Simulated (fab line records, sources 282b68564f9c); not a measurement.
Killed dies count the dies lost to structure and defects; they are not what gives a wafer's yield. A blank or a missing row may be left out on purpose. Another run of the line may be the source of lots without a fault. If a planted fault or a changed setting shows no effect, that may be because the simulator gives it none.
fab line records -- flow rit_cmos
[record] lots = 6, wafers = 18, last_day = 7
route steps=202 shown CONTACT@178 M1@184
lots untouched by any fault: they come from a run of this same line in which no faults occurred
start_h: the number of hours between the record's first day and the start of the first shown wafer of the lot -- wait_h: hours elapsed since this lot's preceding step -- " the same as in the row above -- L1.1+2: one row covering several wafers at once -- - no value present, or no start provided -- * or withheld: withheld -- < > ~ a bound
route shown NAME@n: NAME is a module with steps in the file, n the number in the route of the first one -- usual: mean/standard deviation of fault-free wafers -- same: alike in all rows -- chamber/n: place in a boat -- sites: readings site by site -- _std_site: standard deviation of those values -- _edge_site: outer sites' mean less inner sites' -- radius_mm: how far each site lies from the wafer's centre -- mask NAME#n: copy n -- behind: the most recent tool/chamber to have shaped the wafer -- hold: reason for holding the lot/hours on hold/outcome of the hold -- device: which transistor (n, p or np) failed to switch -- end of line: at the end of the route, the tests of the same wafers -- a step with no rows: only its recipe -- killed: not the wafer's yield, but the dies lost to structure and defects at the first sort -- map: the dies of a wafer, with x for killed, . for not killed, _ for no die there
set.NAME: the setting as run; set.NAME@STEP: as run at that earlier step -- model.NAME: the simulator's own value behind a step, which no gauge read
lots at some steps of the route; a table a step, a row a wafer
services: from which hour (start_h, from the record's first day; less than 0 if before it) a tool's chamber was out of use, for how many hours, and why
[[steps]]
[step RIT_CONTACT_HARDBAKE_10]
[recipe] resist = NOVOLAK, temp_c = 140, time_s = 60
[step RIT_CONTACT_ETCH_11]
[recipe] target_depth_a = 4800, over_etch_frac = 0.2, stop_on = TiSi2, chemistry = CHF3/CF4/Ar, target = SiO2, CHF3_flow_sccm = 50, cf4_flow_sccm = 10, Ar_flow_sccm = 100, O2_flow_sccm = 5, pressure_mtorr = 100, rf_w = 200, time_s = 320
[usual] drypump_motor_current_A = 5.8/0.49, mfc_ar_sccm = 100.0/0.31, oes_product_au = 0.992/0.011, throttle_valve_pct = 8.94/0.12
[same] time_s = 320
lot.wafer,tool,chamber,start_h,wait_h,drypump_motor_current_A,mfc_ar_sccm,oes_product_au,rf_hours_counter_h,throttle_valve_pct
L784.1,rie_diel-04,0,64.61,0.1,6.4,100.0,0.997,39,9.02
L784.3,rie_diel-04,2,64.61,0.1,5.0,100.4,0.994,7,8.89
L784.5,rie_diel-04,3,64.61,0.1,6.0,100.3,0.995,-,9.14
L793.2,rie_diel-03,1,110.25,0.1,6.1,99.7,0.975,127,9.02
L793.4,rie_diel-03,0,110.25,0.1,5.7,99.7,0.964,138,8.97
L793.5,rie_diel-03,0,110.25,0.1,5.7,100.4,0.958,-,8.96
L795.3,rie_diel-04,3,118.45,0.1,6.0,100.4,0.979,99,9.15
L795.4,rie_diel-04,1,118.45,0.1,5.8,100.3,0.991,101,8.85
L795.5,rie_diel-04,3,118.45,0.1,6.0,100.2,0.986,-,9.15
L797.1,rie_diel-04,0,130.08,0.1,6.4,99.8,1.001,40,9.02
L797.2,rie_diel-04,3,130.08,0.1,6.0,99.6,0.992,99,9.14
L797.6,rie_diel-04,3,130.08,0.1,6.0,99.7,0.987,-,9.13
L800.3,rie_diel-01,3,146.70,0.1,5.7,99.3,0.987,9,9.02
L800.4,rie_diel-01,2,146.70,0.1,6.1,100.6,0.995,49,8.95
L800.5,rie_diel-01,2,146.70,0.1,6.1,100.3,0.986,-,8.95
L802.2,rie_diel-04,2,153.61,0.1,5.0,100.1,0.994,9,8.90
L802.4,rie_diel-04,3,153.61,0.1,6.0,100.1,0.991,100,9.16
L802.5,rie_diel-04,3,153.61,0.1,6.0,100.1,0.992,-,9.14
[step RIT_CONTACT_STRIP_12]
[recipe] chemistry = O2, time_s = 180, resist = NOVOLAK, platen_temp_c = withheld, power_w = 500, pressure_mtorr = 4000, o2_flow_sccm = 4000
[usual] drypump_motor_current_A = 5.6/0.59
[same] time_s = 180
lot.wafer,tool,chamber,start_h,wait_h,drypump_motor_current_A,rf_hours_counter_h
L784.1,plasma_asher-04,0,64.81,0.1,4.8,28
L784.3,plasma_asher-04,1,64.81,0.1,5.6,-
L784.5,plasma_asher-04,0,64.81,0.1,4.8,-
L793.2,plasma_asher-04,0,110.45,0.1,4.8,33
L793.4,plasma_asher-04,1,110.45,0.1,5.6,-
L793.5,plasma_asher-04,0,110.45,0.1,4.8,-
L795.3,plasma_asher-04,0,118.71,0.2,4.8,-
L795.4,plasma_asher-04,1,118.71,0.2,5.6,-
L795.5,plasma_asher-04,0,118.71,0.2,4.8,-
L797.1,plasma_asher-04,1,130.27,0.1,5.6,35
L797.2,plasma_asher-04,0,130.27,0.1,4.7,35
L797.6,plasma_asher-04,0,130.27,0.1,4.8,-
L800.3,plasma_asher-01,1,146.95,0.2,5.6,-
L800.4,plasma_asher-01,0,146.95,0.2,6.0,-
L800.5,plasma_asher-01,0,146.95,0.2,6.0,-
L802.2,plasma_asher-01,1,153.81,0.1,5.6,4
L802.4,plasma_asher-01,0,153.81,0.1,6.1,-
L802.5,plasma_asher-01,0,153.81,0.1,6.0,-
[step RIT_CONTACT_CD_MEAS_90]
[recipe] target_cd_nm = 1000
[usual] cd_nm = 999.7/2.4
lot.wafer,tool,chamber,start_h,wait_h,cd_nm
L784.1,cd_sem-02,-,64.98,0.1,1004.2
L784.3,cd_sem-02,-,64.98,0.1,1005.6
L784.5,cd_sem-02,-,64.98,0.1,1004.9
L793.2,cd_sem-02,-,110.64,0.1,1004.3
L793.4,cd_sem-02,-,110.64,0.1,1002.9
L793.5,cd_sem-02,-,110.64,0.1,1003.7
L795.3,cd_sem-02,-,118.86,0.1,999.1
L795.4,cd_sem-02,-,118.86,0.1,996.2
L795.5,cd_sem-02,-,118.86,0.1,996.4
L797.1,cd_sem-02,-,130.45,0.1,1004.4
L797.2,cd_sem-02,-,130.45,0.1,1002.9
L797.6,cd_sem-02,-,130.45,0.1,1003.1
L800.3,cd_sem-01,-,147.11,0.1,998.1
L800.4,cd_sem-01,-,147.11,0.1,996.8
L800.5,cd_sem-01,-,147.11,0.1,995.9
L802.2,cd_sem-02,-,154.00,0.1,998.6
L802.4,cd_sem-02,-,154.00,0.1,999.6
L802.5,cd_sem-02,-,154.00,0.1,999.9
[step RIT_CONTACT_CLEAN_13]
[recipe] chemistry = SC1, mix = 3:3:50, time_s = 600, temp_c = 75
[step RIT_CONTACT_CLEAN_14]
[recipe] chemistry = SC2, mix = 3:3:50, time_s = 600, temp_c = 75, dry = n2_spin
[step RIT_M1_SPUTTER_00]
[recipe] material = Al, target_thk_nm = 400, power_w = 2000, chamber_pressure_pa = 0.4, gas = Ar, time_s = 500, substrate_temp_c = 25
[usual] chamber_pressure_pa = 0.3999/0.00076, throttle_valve_pct = 29.9/1.2
[same] time_s = 500
lot.wafer,tool,chamber,start_h,wait_h,chamber_pressure_pa,throttle_valve_pct
L784.1,pvd_sputter-03,-,65.48,0.0,0.3997,29.3
L784.3,pvd_sputter-03,-,65.48,0.0,0.3993,32.2
L784.5,pvd_sputter-03,-,65.48,0.0,0.3996,32.2
L793.2,pvd_sputter-04,-,111.11,0.0,0.4003,31.1
L793.4,pvd_sputter-04,-,111.11,0.0,0.4006,28.9
L793.5,pvd_sputter-04,-,111.11,0.0,0.3996,29.8
L795.3,pvd_sputter-04,-,119.34,0.0,0.4004,28.7
L795.4,pvd_sputter-04,-,119.34,0.0,0.4004,30.6
L795.5,pvd_sputter-04,-,119.34,0.0,0.3993,30.0
L797.1,pvd_sputter-04,-,130.92,0.0,0.4010,31.4
L797.2,pvd_sputter-04,-,130.92,0.0,0.3995,28.8
L797.6,pvd_sputter-04,-,130.92,0.0,0.3999,28.6
L800.3,pvd_sputter-02,-,147.74,0.0,0.3997,28.8
L800.4,pvd_sputter-02,-,147.74,0.0,0.4000,30.1
L800.5,pvd_sputter-02,-,147.74,0.0,0.3988,27.2
L802.2,pvd_sputter-03,-,154.47,0.0,0.3990,29.4
L802.4,pvd_sputter-03,-,154.47,0.0,0.3993,30.7
L802.5,pvd_sputter-03,-,154.47,0.0,0.4003,29.5
[step RIT_M1_RS_MEAS_01]
[recipe] thk_meas_gauge = four-point-probe, reads = Al_of_M1_SPUTTER_00
[usual] M1_AL_RS = 0.0737/0.0011
lot.wafer,tool,chamber,start_h,wait_h,M1_AL_RS[ohm/sq]
L784.1,film_metro-04,-,65.78,0.1,0.0739
L784.3,film_metro-04,-,65.78,0.1,0.0735
L784.5,film_metro-04,-,65.78,0.1,0.0731
L793.2,film_metro-01,-,111.42,0.2,0.0726
L793.4,film_metro-01,-,111.42,0.2,0.0751
L793.5,film_metro-01,-,111.42,0.2,0.0744
L795.3,film_metro-01,-,119.68,0.2,0.0747
L795.4,film_metro-01,-,119.68,0.2,0.0742
L795.5,film_metro-01,-,119.68,0.2,0.0739
L797.1,film_metro-04,-,131.21,0.1,0.0729
L797.2,film_metro-04,-,131.21,0.1,0.0757
L797.6,film_metro-04,-,131.21,0.1,0.0759
L800.3,film_metro-04,-,148.08,0.2,0.0741
L800.4,film_metro-04,-,148.08,0.2,0.0747
L800.5,film_metro-04,-,148.08,0.2,0.0741
L802.2,film_metro-04,-,154.78,0.2,0.0747
L802.4,film_metro-04,-,154.78,0.2,0.0736
L802.5,film_metro-04,-,154.78,0.2,0.0744
[step RIT_M1_THK_MEAS_02]
[recipe] thk_meas_gauge = xrf, reads = Al_of_M1_SPUTTER_00
[usual] M1_AL_THK = 401/6.4
lot.wafer,tool,chamber,start_h,wait_h,M1_AL_THK[nm]
L784.1,film_metro-04,-,65.90,0.1,402
L784.3,film_metro-04,-,65.90,0.1,405
L784.5,film_metro-04,-,65.90,0.1,408
L793.2,film_metro-01,-,111.53,0.1,407
L793.4,film_metro-01,-,111.53,0.1,393
L793.5,film_metro-01,-,111.53,0.1,396
L795.3,film_metro-01,-,119.78,0.1,393
L795.4,film_metro-01,-,119.78,0.1,395
L795.5,film_metro-01,-,119.78,0.1,400
L797.1,film_metro-04,-,131.33,0.1,407
L797.2,film_metro-04,-,131.33,0.1,390
L797.6,film_metro-04,-,131.33,0.1,389
L800.3,film_metro-04,-,148.18,0.1,401
L800.4,film_metro-04,-,148.18,0.1,398
L800.5,film_metro-04,-,148.18,0.1,403
L802.2,film_metro-04,-,154.89,0.1,401
L802.4,film_metro-04,-,154.89,0.1,404
L802.5,film_metro-04,-,154.89,0.1,399
[step RIT_M1_HMDS_03]
[recipe] prime_time_s = 60, prime_temp_c = 140
[step RIT_M1_COAT_04]
[recipe] resist = NOVOLAK, spin_rpm = 2000, resist_thk_nm = 1300
[step RIT_M1_SOFTBAKE_05]
[recipe] resist = NOVOLAK, temp_c = 89.59, time_s = 60
[step RIT_M1_EXPOSE_06]
[recipe] mask_id = M12, na = 0.6, source_shape = conventional, sigma_outer = 0.5, target_cd_nm = 2600, dose_mj = 250
lot.wafer,tool,chamber,start_h,wait_h,mask,model.M1.overlay_x_nm
L784.1+3+5,iline_stepper-01,0,66.41,0.1,M12#0,0.4821
L793.2+4+5,iline_stepper-02,0,112.18,0.2,M12#0,-0.9963
L795.3+4+5,iline_stepper-01,0,120.43,0.2,M12#0,360.6
L797.1+2+6,iline_stepper-01,0,131.97,0.2,M12#0,359.3
L800.3+4+5,iline_stepper-02,0,148.83,0.2,M12#0,1.518
L802.2+4+5,iline_stepper-02,0,155.41,0.1,M12#0,-0.3166
[step RIT_M1_PEB_07]
[recipe] resist = NOVOLAK, temp_c = withheld, time_s = withheld
[step RIT_M1_DEVELOP_08]
[recipe] resist = NOVOLAK, develop_time_s = 68, dev_temp_c = 23
[step RIT_M1_CD_MEAS_09]
[recipe] target_cd_nm = 2600
[usual] cd_nm = 2599.7/2.5
lot.wafer,tool,chamber,start_h,wait_h,cd_nm
L784.1,cd_sem-01,-,66.84,-,2604.7
L784.3,cd_sem-01,-,66.84,-,2602.3
L784.5,cd_sem-01,-,66.84,-,2603.3
L793.2,cd_sem-01,-,112.61,-,2599.1
L793.4,cd_sem-01,-,112.61,-,2599.8
L793.5,cd_sem-01,-,112.61,-,2600.7
L795.3,cd_sem-01,-,120.86,-,2600.2
L795.4,cd_sem-01,-,120.86,-,2601.1
L795.5,cd_sem-01,-,120.86,-,2602.6
L797.1,cd_sem-01,-,132.40,-,2600.6
L797.2,cd_sem-01,-,132.40,-,2598.7
L797.6,cd_sem-01,-,132.40,-,2602.0
L800.3,cd_sem-02,-,149.26,-,2596.0
L800.4,cd_sem-02,-,149.26,-,2596.9
L800.5,cd_sem-02,-,149.26,-,2595.3
L802.2,cd_sem-02,-,155.84,-,2596.1
L802.4,cd_sem-02,-,155.84,-,2595.9
L802.5,cd_sem-02,-,155.84,-,2593.7
[step RIT_M1_OVL_MEAS_10]
[usual] M1_OVL = -0.7/1.6
lot.wafer,tool,chamber,start_h,wait_h,M1_OVL[nm]
L784.1,overlay-01,-,66.96,0.1,-0.9
L784.3,overlay-01,-,66.96,0.1,-1.1
L784.5,overlay-01,-,66.96,0.1,0.3
L793.2,overlay-02,-,112.71,0.1,-0.9
L793.4,overlay-02,-,112.71,0.1,-1.5
L793.5,overlay-02,-,112.71,0.1,-1.2
L795.3,overlay-02,-,120.95,0.1,361.8
L795.4,overlay-02,-,120.95,0.1,358.2
L795.5,overlay-02,-,120.95,0.1,360.1
L797.1,overlay-02,-,132.52,0.1,356.6
L797.2,overlay-02,-,132.52,0.1,357.6
L797.6,overlay-02,-,132.52,0.1,358.1
L800.3,overlay-01,-,149.35,0.1,1.5
L800.4,overlay-01,-,149.35,0.1,2.1
L800.5,overlay-01,-,149.35,0.1,0.3
L802.2,overlay-02,-,155.95,0.1,-0.7
L802.4,overlay-02,-,155.95,0.1,-3.0
L802.5,overlay-02,-,155.95,0.1,-0.4
[step RIT_M1_HARDBAKE_11]
[recipe] resist = NOVOLAK, temp_c = 138.8, time_s = 120
[step RIT_M1_PROBE_99]
[usual] defect_limited_yield = 97.4/1.1, killed_at_contacts = 0.1/0.35, killed_at_front_end = 6.9/2.8, killed_dies = 7.0/2.8, killed_open = 3.4/2, killed_short = 3.5/2.1
[same] gross_dies = 264, killed_at_M0_to_M3 = 0, killed_at_M4_up = 0, killed_at_back_side = 0, killed_at_other = 0
lot.wafer,tool,chamber,start_h,wait_h,defect_limited_yield[%],killed_at_contacts,killed_at_front_end,killed_dies,killed_open,killed_short,model.etest.tester.sort_n_pass,model.etest.tester.sort_yield_pct,model.etest.nmos_0p15.junction_log10_a_um,model.etest.nmos_narrow.off_log10_a_um,model.etest.gate_end_array.leak_log10_a_um,model.etest.nmos_0p3.off_log10_a_um,model.etest.pmos_0p15.junction_log10_a_um,model.etest.contact_diode_array.leak_log10_a
L784.1,prober-01,-,69.67,0.1,97.3,0,7,7,4,3,257,97.35,-13.39,-13.17,-12.86,-12.98,-13.79,-9.632
L784.3,prober-01,-,69.77,0.2,97.0,0,8,8,5,3,256,96.97,-13.58,-13.27,-12.82,-12.99,-13.95,-9.497
L784.5,prober-01,-,69.87,0.2,95.8,0,11,11,4,7,253,95.83,-13.62,-13.22,-12.73,-13,-13.71,-9.607
L793.2,prober-02,-,115.29,0.1,97.3,0,7,7,4,3,257,97.35,-13.52,-13.12,-12.77,-13,-13.76,-9.607
L793.4,prober-02,-,115.39,0.2,96.6,0,9,9,6,3,255,96.59,-13.75,-13.35,-12.87,-13.06,-13.78,-9.365
L793.5,prober-02,-,115.44,0.2,97.3,0,7,7,4,3,257,97.35,-13.38,-13.11,-12.96,-13.04,-13.9,-9.191
L795.3,prober-02,-,123.58,0.2,96.6,0,9,9,3,5,31,11.74,-9.883,-9.883,-9.696,-9.883,-10.88,-6.595
L795.4,prober-02,-,123.63,0.2,99.2,0,2,2,2,0,145,54.92,-10.05,-10.05,-9.968,-10.05,-11.05,-6.719
L795.5,prober-02,-,123.68,0.2,95.8,0,11,11,6,4,107,40.53,-10.02,-10.02,-9.805,-10.02,-11.02,-6.759
L797.1,prober-02,-,135.06,0.1,97.3,0,7,7,2,5,49,18.56,-9.938,-9.938,-9.783,-9.938,-10.94,-6.656
L797.2,prober-02,-,135.11,0.1,98.5,0,4,4,2,2,73,27.65,-9.915,-9.915,-9.716,-9.915,-10.91,-6.641
L797.6,prober-02,-,135.31,0.2,96.6,0,9,9,2,7,125,47.35,-10.05,-10.05,-9.758,-10.05,-11.05,-6.616
L800.3,prober-01,-,152.02,0.2,97.3,1,6,7,4,2,257,97.35,-13.48,-13.31,-12.84,-13,-13.81,-9.4
L800.4,prober-01,-,152.07,0.2,93.6,2,15,17,3,13,247,93.56,-13.77,-13.22,-12.82,-13.04,-13.72,-9.62
L800.5,prober-01,-,152.12,0.2,97.7,1,5,6,3,2,258,97.73,-13.53,-13.09,-12.6,-12.84,-13.76,-9.351
L802.2,prober-02,-,158.53,0.1,98.1,0,5,5,3,2,259,98.11,-13.6,-12.91,-12.77,-12.93,-13.87,-9.375
L802.4,prober-02,-,158.63,0.2,97.7,0,6,6,4,2,258,97.73,-13.51,-13.23,-12.83,-12.98,-13.84,-9.404
L802.5,prober-02,-,158.68,0.2,97.0,0,8,8,6,2,256,96.97,-13.68,-13.17,-12.86,-13.03,-13.81,-9.461
// killed by level:class
L784.1 FOX1:geometric_particle:short=3 FOX1:geometric_particle:open=2 GATE:geometric_particle:open=1 SILICIDE:geometric_particle:open=1
L784.3 GATE:geometric_particle:open=3 REOX:geometric_particle:open=2 FOX1:geometric_particle:short=1 REOX:geometric_particle:short=1 SPACER:geometric_particle:short=1
L784.5 FOX1:geometric_particle:open=2 FOX1:geometric_particle:short=2 GATE:geometric_particle:short=2 REOX:geometric_particle:short=2 SPACER:geometric_particle:open=2 SPACER:geometric_particle:short=1
L793.2 FOX1:geometric_particle:open=3 FOX1:geometric_particle:short=1 FOX2:geometric_particle:short=1 REOX:geometric_particle:open=1 REOX:geometric_particle:short=1
L793.4 FOX1:geometric_particle:open=3 FOX1:geometric_particle:short=2 FOX2:geometric_particle:open=1 GATE:geometric_particle:short=1 SPACER:geometric_particle:open=1 SILICIDE:geometric_particle:open=1
L793.5 GATE:geometric_particle:open=2 FOX1:geometric_particle:open=1 FOX1:geometric_particle:short=1 GATE:geometric_particle:short=1 SILICIDE:geometric_particle:open=1 SILICIDE:geometric_particle:short=1
L795.3 GATE:geometric_particle:short=5 FOX1:geometric_particle:open=1 GATE:geometric_particle:open=1 SPACER:geometric_particle:open=1 PRETRO:coat_microbubble_printed=1
L795.4 GATE:geometric_particle:open=1 REOX:geometric_particle:open=1
L795.5 GATE:geometric_particle:open=4 GATE:geometric_particle:short=2 FOX1:geometric_particle:short=1 REOX:geometric_particle:open=1 REOX:geometric_particle:short=1 SILICIDE:geometric_particle:open=1 NRETRO:coat_microbubble_printed=1
L797.1 SILICIDE:geometric_particle:short=3 GATE:geometric_particle:open=2 REOX:geometric_particle:short=2
L797.2 FOX1:geometric_particle:short=1 FOX2:geometric_particle:open=1 REOX:geometric_particle:short=1 REOX:geometric_particle:open=1
L797.6 REOX:geometric_particle:short=3 GATE:geometric_particle:short=2 FOX1:geometric_particle:open=1 FOX1:geometric_particle:short=1 GATE:geometric_particle:open=1 SILICIDE:geometric_particle:short=1
L800.3 SPACER:geometric_particle:open=2 FOX1:geometric_particle:short=1 GATE:geometric_particle:open=1 REOX:geometric_particle:short=1 SILICIDE:geometric_particle:open=1 CONTACT:coat_microbubble_printed=1
L800.4 SPACER:geometric_particle:short=5 FOX2:geometric_particle:short=2 GATE:geometric_particle:short=2 REOX:geometric_particle:short=2 GATE:geometric_particle:open=1 REOX:geometric_particle:open=1 SPACER:geometric_particle:open=1 SILICIDE:geometric_particle:short=1
L800.5 FOX1:geometric_particle:open=1 GATE:geometric_particle:open=1 REOX:geometric_particle:short=1 SPACER:geometric_particle:short=1 SILICIDE:geometric_particle:open=1 CONTACT:coat_microbubble_printed=1
L802.2 SILICIDE:geometric_particle:open=2 FOX1:geometric_particle:open=1 SPACER:geometric_particle:short=1 SILICIDE:geometric_particle:short=1
L802.4 GATE:geometric_particle:open=2 FOX1:geometric_particle:open=1 GATE:geometric_particle:short=1 SILICIDE:geometric_particle:open=1 SILICIDE:geometric_particle:short=1
L802.5 FOX2:geometric_particle:open=3 GATE:geometric_particle:open=2 FOX1:geometric_particle:open=1 FOX2:geometric_particle:short=1 SILICIDE:geometric_particle:short=1
[[services]]
tool,chamber,start_h,hours,kind
iline_stepper-01,0,42.99,-,calibration
iline_stepper-01,-,50.30,4.4,pm
pvd_sputter-03,-,56.36,5.5,repair
pvd_sputter-04,-,56.73,3.1,repair
rie_diel-04,0,57.62,2.5,repair
iline_stepper-02,0,71.85,-,calibration
pvd_sputter-03,-,73.05,1.8,repair
plasma_asher-04,-,93.69,0.4,repair
plasma_asher-04,-,105.16,2.2,repair
plasma_asher-01,-,108.75,9.0,pm
plasma_asher-01,0,108.75,9.0,vent_cycle
plasma_asher-01,1,108.75,9.0,vent_cycle
plasma_asher-01,0,117.75,-,clean
plasma_asher-01,1,117.75,-,clean
rie_diel-03,2,122.40,5.3,repair
rie_diel-03,2,127.72,-,clean
rie_diel-03,2,127.72,18.9,scheduled_down
rie_diel-03,2,127.72,18.9,vent_cycle
rie_diel-04,3,145.27,2.7,repair
pvd_sputter-03,-,147.63,5.5,repair
[[key]]
[first_sign] step = RIT_M1_OVL_MEAS_10, reading = M1_OVL, direction = up, sigmas = 99+, usual = -0.7, struck = 358.7
effect none on later readings
[model_effect] step = RIT_M1_EXPOSE_06, value = M1.overlay_x_nm, without = -0.03817, struck = 360
[model_effect] step = RIT_M1_PROBE_99, value = etest.tester.sort_n_pass, without = 257, struck = 88.33
met_at RIT_M1_EXPOSE_06
struck_wafers L795.3,L795.4,L795.5,L797.1,L797.2,L797.6
onset_between 66.41 120.43
also_fits RIT_CONTACT_STRIP_12:plasma_asher-04,RIT_M1_SPUTTER_00:pvd_sputter-04
[fault] kind = scanner_matching_overlay, tool = iline_stepper-01, chamber = -, onset_h = 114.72, steps = RIT_M1_EXPOSE_06, offset = 360
